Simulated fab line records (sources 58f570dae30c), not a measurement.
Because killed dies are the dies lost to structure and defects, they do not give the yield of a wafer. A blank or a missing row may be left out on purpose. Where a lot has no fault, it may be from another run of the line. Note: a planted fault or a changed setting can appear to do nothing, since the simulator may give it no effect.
Matching of chambers || flow berkeley-cmos170 || 3 sister chambers for UCB170_FIELD_WET_ETCH_04 on wet-bench-02
The step etches SiO2 in dHF, time 60 s. 16 wafers are shown with their chamber, then 8 later ones without.

== WAFERS, EACH WITH ITS CHAMBER ==
{"wafer": "L402.3", "chamber": 0, "run-length-s (s)": 93}
{"wafer": "L402.4", "chamber": 0, "run-length-s (s)": 93}
{"wafer": "L402.5", "chamber": 0, "run-length-s (s)": 93}
{"wafer": "L403.1", "chamber": 1, "run-length-s (s)": 92}
{"wafer": "L403.5", "chamber": 1, "run-length-s (s)": 92}
{"wafer": "L403.6", "chamber": 1, "run-length-s (s)": 92}
{"wafer": "L405.1", "chamber": 0, "run-length-s (s)": 86}
{"wafer": "L405.5", "chamber": 0, "run-length-s (s)": 86}
{"wafer": "L405.6", "chamber": 0, "run-length-s (s)": 86}
{"wafer": "L407.1", "chamber": 2, "run-length-s (s)": 86}
{"wafer": "L407.4", "chamber": 2, "run-length-s (s)": 86}
{"wafer": "L407.6", "chamber": 2, "run-length-s (s)": 86}
{"wafer": "L406.4", "chamber": 1, "run-length-s (s)": 86}
{"wafer": "L406.5", "chamber": 1, "run-length-s (s)": 86}
{"wafer": "L406.6", "chamber": 1, "run-length-s (s)": 86}
{"wafer": "L410.1", "chamber": 2, "run-length-s (s)": 92}

SIGNATURES, as means of the wafers listed above
{"reading": "run-length-s", "chamber 0": 89.50, "chamber 1": 89.00, "chamber 2": 87.50, "scatter within a chamber": 3.45}
Rule: a wafer's distance from a chamber is the root of the sum, over the readings, of the square of ((its reading less the chamber's mean) divided by the reading's scatter). The wafer belongs to the nearest chamber; if the next one is less than 2 further off, it can't be placed. The scatter is the square root of a quotient: the sum, over the shown wafers, of each reading's squared deviation from its chamber's mean, divided by wafers minus chambers.

== WAFERS WHOSE CHAMBER IS MISSING ==
{"wafer": "L410.4", "run-length-s (s)": 92}
{"wafer": "L410.5", "run-length-s (s)": 92}
{"wafer": "L411.1", "run-length-s (s)": 93}
{"wafer": "L411.2", "run-length-s (s)": 93}
{"wafer": "L411.4", "run-length-s (s)": 93}
{"wafer": "L412.2", "run-length-s (s)": 86}
{"wafer": "L412.4", "run-length-s (s)": 86}
{"wafer": "L412.6", "run-length-s (s)": 86}

== WHICH CHAMBER EACH ONE RAN IN ==
{"wafer": "L410.4", "from the rows above": "can't be placed: 0 or 1 or 2", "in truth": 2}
{"wafer": "L410.5", "from the rows above": "can't be placed: 0 or 1 or 2", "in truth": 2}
{"wafer": "L411.1", "from the rows above": "can't be placed: 0 or 1 or 2", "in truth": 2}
{"wafer": "L411.2", "from the rows above": "can't be placed: 0 or 1 or 2", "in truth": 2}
{"wafer": "L411.4", "from the rows above": "can't be placed: 0 or 1 or 2", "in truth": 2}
{"wafer": "L412.2", "from the rows above": "can't be placed: 2 or 1 or 0", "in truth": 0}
{"wafer": "L412.4", "from the rows above": "can't be placed: 2 or 1 or 0", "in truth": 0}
{"wafer": "L412.6", "from the rows above": "can't be placed: 2 or 1 or 0", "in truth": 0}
Correctly placed: 0 of 8. Unplaceable from these rows: 8, with the true chamber sitting among the candidates in 8. Placed wrongly: 0.
